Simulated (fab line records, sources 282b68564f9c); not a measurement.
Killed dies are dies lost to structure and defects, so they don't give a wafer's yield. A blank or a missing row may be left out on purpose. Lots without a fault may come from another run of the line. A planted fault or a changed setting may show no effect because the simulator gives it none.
A struck lot beside a sound one | flow rit_cmos | 15 steps out of a route of 202
Sound: wafers L219.1, L219.5, L219.6. Struck: wafers L229.1, L229.3, L229.6. The cause comes at the end.
At each step with rows: each side's tool, then ch and its chambers, then its first start. Under that, the readings that differ: sound wafers | struck wafers | difference of the means | sigmas: that difference in standard deviations of wafers without a fault.
alike: readings whose means differ by less than 2 such deviations, and words and numbers that are the same on both sides. not compared: withheld readings, readings that some wafer has no value for, bounds like >300 that may hide the same value, and numbers for which the record gives no deviation and whose values overlap.
The two part at a step that has a row with sigmas, a row that says differs or no value, or rows on one side only. Numbers that don't overlap but have no deviation are shown without sigmas and don't part them. A reading that every wafer of one side lacks parts them only if that side has two wafers or more.

first, 5 steps without rows for these wafers: RIT_PSD_COAT_01 (resist thk 1000 nm); RIT_PSD_SOFTBAKE_02 (time 60 s); RIT_PSD_EXPOSE_03 (exposes mask M10, target cd 40900 nm); RIT_PSD_PEB_04; RIT_PSD_DEVELOP_05 (develop time 50 s).
RIT_PSD_OVL_MEAS_06:
  sound on overlay-02, day 3 11:42; struck on overlay-01, day 5 14:11
  alike: PSD_OVL
then, 2 steps without rows for these wafers: RIT_PSD_HARDBAKE_07 (time 60 s); RIT_PSD_IMPLANT_08.
RIT_PSD_STRIP_09: strips in O2, time 180 s.
  sound on plasma_asher-02 ch 0,1, day 3 12:02; struck on plasma_asher-03 ch 0, day 5 14:31
  alike: drypump_motor_current_A
  not compared: rf_hours_counter_h
RIT_PSD_TW_MEAS_10:
  sound on film_metro-02, day 3 12:13; struck on film_metro-01, day 5 14:41
  reading | sound          | struck         | difference | sigmas
  PSD_TW  | 3443 3438 3460 | 3326 3315 3332 | -123       | -2
then, 2 steps without rows for these wafers: RIT_SDANNEAL_CLEAN_00 (cleans in SC1, time 600 s); RIT_SDANNEAL_CLEAN_01 (cleans in dHF, time 30 s).
RIT_SDANNEAL_CLEAN_02: cleans in SC2, time 600 s.
  sound on wet_bench-01 ch 2, day 3 12:28; struck on wet_bench-01 ch 3, day 5 14:58
  reading          | sound       | struck      | difference | sigmas
  run_length_s (s) | 625 625 625 | 663 663 663 | +38        | +10
RIT_SDANNEAL_RTA_03: time 5 s.
  sound on rtp_anneal-02 ch 0, day 3 12:38; struck on rtp_anneal-02 ch 0, day 5 15:08
  alike: chamber_o2_ppm, wafer_temp_C_max
RIT_M1_PROBE_99:
  the record has rows for the struck wafers here (prober-01, day 5 23:31) and none for the sound ones

WHERE THEY PART
First at RIT_PSD_TW_MEAS_10; last, within this record, at RIT_M1_PROBE_99.

WHY: what the simulator had put in
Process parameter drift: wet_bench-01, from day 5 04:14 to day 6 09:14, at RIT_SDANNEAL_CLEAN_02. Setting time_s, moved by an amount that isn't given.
